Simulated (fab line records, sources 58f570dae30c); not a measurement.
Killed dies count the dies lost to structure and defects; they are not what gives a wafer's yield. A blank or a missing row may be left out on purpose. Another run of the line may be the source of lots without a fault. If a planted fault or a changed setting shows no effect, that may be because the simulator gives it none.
Split-lot study :: flow berkeley_cmos170 :: on a route of 331 steps: 5 lots, 23 wafers read

== THE SPLIT ==
At UCB170_CONTACT_EXPOSE_12 (exposes mask CONT, target cd 700 nm), the setting dose_mj was moved away from the recipe's 35 on 7 of the 23 wafers read, by -7.4% to +2.1%. For the rest of the wafers, this setting stayed at what the recipe calls for.

== FROM THE SPLIT TO THE READING: what the file shows between them, 6 steps ==
- UCB170_CONTACT_PEB_13
- UCB170_CONTACT_DEVELOP_14: develop time 45 s
- UCB170_CONTACT_CD_MEAS_15: target cd 700 nm
- UCB170_CONTACT_ETCH_17: etches BARC in N2/H2
- UCB170_CONTACT_ETCH_18: etches PSG in CHF3/CF4/Ar, stops on TiSi2, target depth 840 nm, time 195 s
- UCB170_CONTACT_STRIP_19: strips in O2

== THE READING ==
Shown in nm: cd_nm at UCB170_CONTACT_CD_MEAS_90, with target cd 700 nm. A value of 699.2 nm with a standard deviation of 1.7 nm is what fault-free wafers of this fab line usually give.

wafer: L078.3
tool, chamber at the split: krf_scanner-02, 0
dose_mj as run: 35
against the recipe: recipe
cd_nm, nm: 699.3
against lot-mates on the recipe: -

wafer: L078.4
tool, chamber at the split: krf_scanner-02, 0
dose_mj as run: 35
against the recipe: recipe
cd_nm, nm: 697.3
against lot-mates on the recipe: -

wafer: L078.5
tool, chamber at the split: krf_scanner-02, 0
dose_mj as run: 35
against the recipe: recipe
cd_nm, nm: 698.9
against lot-mates on the recipe: -

wafer: L079.1
tool, chamber at the split: krf_scanner-01, 0
dose_mj as run: 35
against the recipe: recipe
cd_nm, nm: 695.1
against lot-mates on the recipe: -

wafer: L079.2
tool, chamber at the split: krf_scanner-01, 0
dose_mj as run: 35.73
against the recipe: +2.1%
cd_nm, nm: 700.0
against lot-mates on the recipe: +4.0

wafer: L079.3
tool, chamber at the split: krf_scanner-01, 0
dose_mj as run: 35
against the recipe: recipe
cd_nm, nm: 695.6
against lot-mates on the recipe: -

wafer: L079.4
tool, chamber at the split: krf_scanner-01, 0
dose_mj as run: 35
against the recipe: recipe
cd_nm, nm: 697.3
against lot-mates on the recipe: -

wafer: L079.6
tool, chamber at the split: krf_scanner-01, 0
dose_mj as run: 35.73
against the recipe: +2.1%
cd_nm, nm: 700.7
against lot-mates on the recipe: +4.7

wafer: L080.1
tool, chamber at the split: krf_scanner-01, 0
dose_mj as run: 32.8
against the recipe: -6.3%
cd_nm, nm: 688.2
against lot-mates on the recipe: -12.4

wafer: L080.2
tool, chamber at the split: krf_scanner-01, 0
dose_mj as run: 35
against the recipe: recipe
cd_nm, nm: 700.1
against lot-mates on the recipe: -

wafer: L080.3
tool, chamber at the split: krf_scanner-01, 0
dose_mj as run: 32.8
against the recipe: -6.3%
cd_nm, nm: 689.1
against lot-mates on the recipe: -11.5

wafer: L080.4
tool, chamber at the split: krf_scanner-01, 0
dose_mj as run: 35
against the recipe: recipe
cd_nm, nm: 701.1
against lot-mates on the recipe: -

wafer: L080.6
tool, chamber at the split: krf_scanner-01, 0
dose_mj as run: 32.8
against the recipe: -6.3%
cd_nm, nm: 689.0
against lot-mates on the recipe: -11.6

wafer: L085.1
tool, chamber at the split: krf_scanner-01, 0
dose_mj as run: 35
against the recipe: recipe
cd_nm, nm: 700.5
against lot-mates on the recipe: -

wafer: L085.2
tool, chamber at the split: krf_scanner-01, 0
dose_mj as run: 35
against the recipe: recipe
cd_nm, nm: 700.7
against lot-mates on the recipe: -

wafer: L085.3
tool, chamber at the split: krf_scanner-01, 0
dose_mj as run: 32.42
against the recipe: -7.4%
cd_nm, nm: 689.8
against lot-mates on the recipe: -11.6

wafer: L085.5
tool, chamber at the split: krf_scanner-01, 0
dose_mj as run: 35
against the recipe: recipe
cd_nm, nm: 703.1
against lot-mates on the recipe: -

wafer: L085.6
tool, chamber at the split: krf_scanner-01, 0
dose_mj as run: 32.42
against the recipe: -7.4%
cd_nm, nm: 687.9
against lot-mates on the recipe: -13.5

wafer: L082.1
tool, chamber at the split: krf_scanner-02, 0
dose_mj as run: 35
against the recipe: recipe
cd_nm, nm: 698.1
against lot-mates on the recipe: -

wafer: L082.2
tool, chamber at the split: krf_scanner-02, 0
dose_mj as run: 35
against the recipe: recipe
cd_nm, nm: 697.8
against lot-mates on the recipe: -

wafer: L082.3
tool, chamber at the split: krf_scanner-02, 0
dose_mj as run: 35
against the recipe: recipe
cd_nm, nm: 699.7
against lot-mates on the recipe: -

wafer: L082.4
tool, chamber at the split: krf_scanner-02, 0
dose_mj as run: 35
against the recipe: recipe
cd_nm, nm: 698.5
against lot-mates on the recipe: -

wafer: L082.6
tool, chamber at the split: krf_scanner-02, 0
dose_mj as run: 35
against the recipe: recipe
cd_nm, nm: 697.4
against lot-mates on the recipe: -

THE FIT
A straight line over all 23 wafers: cd_nm changes by +1.42 nm for each +1% of dose_mj; r = +0.92; the points scatter about the line by 1.9 nm.
The same after taking each lot's own level away (the mean of its wafers on the recipe; 23 wafers): +1.82 nm for each +1%; r = +0.99; scatter 0.91 nm.
The reading moves by 13 nm for the largest change in dose_mj, on that fit.
Across the lots, their own levels run from 696.00 to 701.43 nm, a range of 3.2 times the standard deviation given above.
Hence the slope depends on the lot-to-lot level, as the two fits are not the same.
Check: for one of the wafers moved furthest among these (-7.4%), held out of the fit, the line's prediction against its lot-mates is -13.8 nm. It came out at -11.6 nm against them.

== THE WHOLE CHAIN: every reading that the file lists as answering this split, in the file's order ==
step: UCB170_CONTACT_CD_MEAS_15
what it does: target cd 700 nm
reading: cd_nm
change (the file's fit): +1.81 nm for each +1% of the setting
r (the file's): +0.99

step: UCB170_CONTACT_ETCH_17
what it does: etches BARC in N2/H2
reading: CONTACT.cd_nm (the simulator's own value, which no gauge read)
change (the file's fit): +1.76 nm for each +1% of the setting
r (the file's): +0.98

step: UCB170_CONTACT_CD_MEAS_90
what it does: target cd 700 nm
reading: cd_nm
change (the file's fit): +1.8 nm for each +1% of the setting
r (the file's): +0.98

== FILE'S OWN FIT ==
cd_nm changes by +1.8 nm for each +1% of dose_mj, r = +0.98.
